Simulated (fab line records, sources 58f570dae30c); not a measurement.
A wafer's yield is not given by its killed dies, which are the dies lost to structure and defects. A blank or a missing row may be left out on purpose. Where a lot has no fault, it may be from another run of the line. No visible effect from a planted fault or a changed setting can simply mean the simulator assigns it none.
Problem report in the 8D (eight disciplines) form, filled by code    flow berkeley_cmos170    the parts of the form that need people (team, actions taken, sign-off) are left out

1. PROBLEM STATEMENT
Mean of strip_time_to_endpoint_s at UCB170_CONTACT_STRIP_06: 22.73 s across 6 wafers in 2 lots; on wafers with no fault it is 21.96 s (standard deviation 0.059). Relative to the usual mean, that is a shift of +13 standard deviations.
The step: strips in O2.
First seen on wafer L734.2, day 9 10:49, on plasma_asher-02. Wafers with a number at this step in the record: 42, from 14 lots. The rule behind "out" and "out of limits": a value lying over 4 standard deviations away from the usual mean. The other wafers with a number count as sound.

2. WHAT IT IS, AND WHAT IT ISN'T
question                     is                                is not
which readings at this step  strip_time_to_endpoint_s          chamber_pressure_mTorr, drypump_motor_current_A, o2_flow_sccm, oes_product_au
which lots                   L734, L739                        L728, L729, L731, L732, L733, L742, L743, L745, L746, L747, L750, L751
which wafers of those lots   all that have a number            -
read on which tools          plasma_asher-02, plasma_asher-03  plasma_asher-01
when                         from day 9 10:49                  up to then (15 sound wafers); but 21 sound wafers of L742, L743, L745, L746, L747, L750, L751 came after

3. SUSPECTS, AND WHAT RULES EACH OUT
Counting: a tool at any process step up to the reading remains a suspect when it ran all the lots that are out and ran no sound lot after the first of those.
- litho_track-04 at UCB170_CONTACT_COAT_04 (resist thk 900 nm): ruled out as a lasting fault. Following L734 (day 9 10:32), the first lot on it that is out, the sound lots L751 were run on it.
Left after counting: nothing in the record.

4. THE CAUSE (what the simulator had put in)
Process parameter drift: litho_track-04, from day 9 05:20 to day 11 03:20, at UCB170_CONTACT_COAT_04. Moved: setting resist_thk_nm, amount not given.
The count ruled it out by mistake, since the rule takes a fault to strike every lot its tool runs from the start of the fault on, and this one did not do so.

5. THE CHAIN OF EFFECTS, in route order
Each row: a reading where the mean over the struck wafers with a number is more than 3 standard deviations away from the usual. Scope: only readings with a usual standard deviation given in the record; hours: median across lots of the time from each lot's start at the first step in this table that gives one to its start at this step; sigmas: change in usual standard deviations.
hours  step                     reading                   usual    on struck wafers  change  sigmas
0      UCB170_CONTACT_STRIP_06  strip_time_to_endpoint_s  21.96 s  22.73             +0.77   +13
Here are the process steps it includes:
- UCB170_CONTACT_STRIP_06: strips in O2.
At these later measuring or inspecting steps, every struck wafer for which the step has a row has a number for every such reading, and none has moved that far: UCB170_V1_THK_MEAS_04, UCB170_V1_OVL_MEAS_13, UCB170_M2_RS_MEAS_02.

6. HOW IT WOULD HAVE BEEN CAUGHT EARLIER
The fault began at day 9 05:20; the first out-of-limits reading in this record came at day 9 10:49, 5 hours later.
